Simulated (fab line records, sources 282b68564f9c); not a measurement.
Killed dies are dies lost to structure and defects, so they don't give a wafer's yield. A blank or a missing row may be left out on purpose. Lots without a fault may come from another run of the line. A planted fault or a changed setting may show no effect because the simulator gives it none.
Split-lot experiment | flow rit_cmos | 5 lots, 23 wafers read, on a route of 202 steps

THE SPLIT
At RIT_GATE_ETCH_19 (etches poly-Si in SF6/CHF3/O2, stops on SiO2, time 165 s, target depth 312.5 nm), the setting time_s was moved away from the recipe's 165 s on 5 of the 23 wafers read, by -11.3% to -7.6%. The other wafers ran this setting at the recipe's value.

The reading is taken at the split's own step.

THE READING
oes_product_au, in a.u., at RIT_GATE_ETCH_19 (etches poly-Si in SF6/CHF3/O2, stops on SiO2, time 165 s, target depth 312.5 nm). Fault-free wafers of this fab line usually give 0.851 a.u., standard deviation 0.014 a.u..

wafer  | tool, chamber at the split | time_s as run, s | against the recipe | oes_product_au, a.u. | against lot-mates on the recipe
L077.1 | rie_si-01, 3               | 165              | recipe             | 0.839                | -
L077.3 | rie_si-01, 0               | 165              | recipe             | 0.853                | -
L077.4 | rie_si-01, 2               | 165              | recipe             | 0.856                | -
L078.1 | rie_si-02, 3               | 165              | recipe             | 0.875                | -
L078.2 | rie_si-02, 1               | 146.4            | -11.3%             | 0.937                | +0.069
L078.4 | rie_si-02, 0               | 165              | recipe             | 0.862                | -
L078.5 | rie_si-02, 0               | 146.4            | -11.3%             | 0.941                | +0.072
L078.6 | rie_si-02, 1               | 146.4            | -11.3%             | 0.939                | +0.070
L079.1 | rie_si-01, 2               | 165              | recipe             | 0.848                | -
L079.2 | rie_si-01, 1               | 165              | recipe             | 0.840                | -
L079.3 | rie_si-01, 3               | 165              | recipe             | 0.841                | -
L079.4 | rie_si-01, 0               | 165              | recipe             | 0.858                | -
L079.6 | rie_si-01, 2               | 165              | recipe             | 0.864                | -
L083.2 | rie_si-01, 2               | 165              | recipe             | 0.843                | -
L083.3 | rie_si-01, 1               | 165              | recipe             | 0.839                | -
L083.4 | rie_si-01, 3               | 165              | recipe             | 0.828                | -
L083.5 | rie_si-01, 2               | 165              | recipe             | 0.843                | -
L083.6 | rie_si-01, 3               | 165              | recipe             | 0.830                | -
L084.1 | rie_si-02, 2               | 165              | recipe             | 0.832                | -
L084.2 | rie_si-02, 1               | 152.5            | -7.6%              | 0.904                | +0.052
L084.3 | rie_si-02, 0               | 165              | recipe             | 0.856                | -
L084.5 | rie_si-02, 2               | 152.5            | -7.6%              | 0.883                | +0.031
L084.6 | rie_si-02, 3               | 165              | recipe             | 0.868                | -

THE FIT
A straight line over all 23 wafers: oes_product_au changes by -0.00758 a.u. for each +1% of time_s; r = -0.93; the points scatter about the line by 0.013 a.u..
The same after taking each lot's own level away (the mean of its wafers on the recipe; 23 wafers): -0.00609 a.u. for each +1%; r = -0.94; scatter 0.0094 a.u..
On that fit, the largest move of time_s shifts the reading by 0.069 a.u..
The lots' own levels span 0.8366 to 0.8685 a.u., that is 2.3 times the standard deviation above.
So the lot-to-lot level changes the slope: the two fits differ.
Check: with one of the wafers moved furthest among these (-11.3%) left out of the fit, the line predicts +0.0685 a.u. for it against its lot-mates. It came out at +0.0685 a.u. against them.
Tool readings at the split's step, against how far the setting was moved: oes_product_au r = -0.93.

OTHER SPLITS ON THESE WAFERS
These wafers also went through other splits before the reading. Each is held against what the fit with the lots' levels taken away leaves over:
other split on the same wafers   | wafers away from the commonest value | r with oes_product_au (lot level and that fit taken away)
RIT_ACTIVE_CVD_03 pressure_mtorr | 15                                   | -0.03
RIT_ACTIVE_ETCH_13 time_s        | 9                                    | -0.42
RIT_FOX2_OXIDATION_00 temp_c     | 15                                   | +0.03
RIT_PWELL_COAT_01 spin_rpm       | 7                                    | +0.12
RIT_PWELL_IMPLANT_08 energy_kev  | 7                                    | +0.05
RIT_NRETRO_COAT_01 spin_rpm      | 8                                    | -0.05
RIT_NRETRO_IMPLANT_08 energy_kev | 7                                    | -0.33
RIT_GATE_CLEAN_01 time_s         | 10                                   | -0.05
RIT_GATE_COAT_11 resist_thk_nm   | 6                                    | -0.13

THE FILE'S OWN FIT
oes_product_au changes by -0.00599 a.u. for each +1% of time_s, r = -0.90.
